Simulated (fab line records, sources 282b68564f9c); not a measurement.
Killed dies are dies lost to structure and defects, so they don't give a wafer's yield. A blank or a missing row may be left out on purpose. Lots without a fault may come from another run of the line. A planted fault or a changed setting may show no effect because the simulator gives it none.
Split-lot experiment | flow rit_cmos | 5 lots, 23 wafers read, on a route of 202 steps

THE SPLIT
At RIT_SPACER_CVD_03 (deposits Si3N4 from SiH2Cl2/NH3, target thk 250 nm, time 3300 s), the setting time_s was moved away from the recipe's 3300 s on 15 of the 23 wafers read, by -8.2% to +6.4%. The other wafers ran this setting at the recipe's value.

The file shows no step between the split and the reading.

THE READING
SPACER_NITRIDE_THK, in nm, at RIT_SPACER_THK_MEAS_04. Fault-free wafers of this fab line usually give 251.9 nm, standard deviation 1.6 nm.

wafer  | tool, chamber at the split | time_s as run, s | against the recipe | SPACER_NITRIDE_THK, nm | against lot-mates on the recipe
L075.1 | -, -                       | 3511             | +6.4%              | 268.3                  | no lot-mate on the recipe
L075.2 | -, -                       | 3511             | +6.4%              | 265.6                  | no lot-mate on the recipe
L075.4 | -, -                       | 3511             | +6.4%              | 267.8                  | no lot-mate on the recipe
L075.5 | -, -                       | 3511             | +6.4%              | 268.2                  | no lot-mate on the recipe
L075.6 | -, -                       | 3511             | +6.4%              | 267.6                  | no lot-mate on the recipe
L079.2 | -, -                       | 3029             | -8.2%              | 231.4                  | no lot-mate on the recipe
L079.3 | -, -                       | 3029             | -8.2%              | 230.7                  | no lot-mate on the recipe
L079.4 | -, -                       | 3029             | -8.2%              | 229.5                  | no lot-mate on the recipe
L079.5 | -, -                       | 3029             | -8.2%              | 230.4                  | no lot-mate on the recipe
L079.6 | -, -                       | 3029             | -8.2%              | 231.4                  | no lot-mate on the recipe
L080.2 | -, -                       | 3300             | recipe             | 249.6                  | -
L080.3 | -, -                       | 3300             | recipe             | 253.9                  | -
L080.4 | -, -                       | 3300             | recipe             | 253.1                  | -
L080.5 | -, -                       | 3300             | recipe             | 249.4                  | -
L080.6 | -, -                       | 3300             | recipe             | 252.6                  | -
L082.2 | -, -                       | 3109             | -5.8%              | 237.3                  | no lot-mate on the recipe
L082.3 | -, -                       | 3109             | -5.8%              | 237.1                  | no lot-mate on the recipe
L082.4 | -, -                       | 3109             | -5.8%              | 237.6                  | no lot-mate on the recipe
L082.5 | -, -                       | 3109             | -5.8%              | 239.2                  | no lot-mate on the recipe
L082.6 | -, -                       | 3109             | -5.8%              | 237.7                  | no lot-mate on the recipe
L084.1 | lpcvd-01, 0                | 3300             | recipe             | 252.1                  | -
L084.2 | lpcvd-01, 0                | 3300             | recipe             | 249.5                  | -
L084.6 | lpcvd-01, 0                | 3300             | recipe             | 249.3                  | -

THE FIT
A straight line over all 23 wafers: SPACER_NITRIDE_THK changes by +2.49 nm for each +1% of time_s; r = +1.00; the points scatter about the line by 1.4 nm.
Too few moved wafers have a lot-mate on the recipe to fit a line with each lot's own level taken away.

THE WHOLE CHAIN: every reading that the file lists as answering this split, in the file's order
step                   | what it does                                                             | reading                                                                        | change (the file's fit)              | r (the file's)
RIT_SPACER_CVD_03      | deposits Si3N4 from SiH2Cl2/NH3, target thk 250 nm, time 3300 s          | Si3N4_of_SPACER_CVD_03.thk_nm (the simulator's own value, which no gauge read) | +2.49 nm for each +1% of the setting | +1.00
RIT_SPACER_THK_MEAS_04 |                                                                          | SPACER_NITRIDE_THK                                                             | +2.49 for each +1% of the setting    | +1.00
RIT_SPACER_ETCHBACK_05 | etches Si3N4 in SF6/CHF3, stops on SiO2, target depth 250 nm, time 240 s | etch.depth_nm (the simulator's own value, which no gauge read)                 | +2.56 nm for each +1% of the setting | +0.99
RIT_SPACER_ETCHBACK_05 | etches Si3N4 in SF6/CHF3, stops on SiO2, target depth 250 nm, time 240 s | Si3N4_of_SPACER_CVD_03.thk_nm (the simulator's own value, which no gauge read) | +1.98 nm for each +1% of the setting | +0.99

THE FILE'S OWN FIT
SPACER_NITRIDE_THK changes by +2.49 nm for each +1% of time_s, r = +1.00.
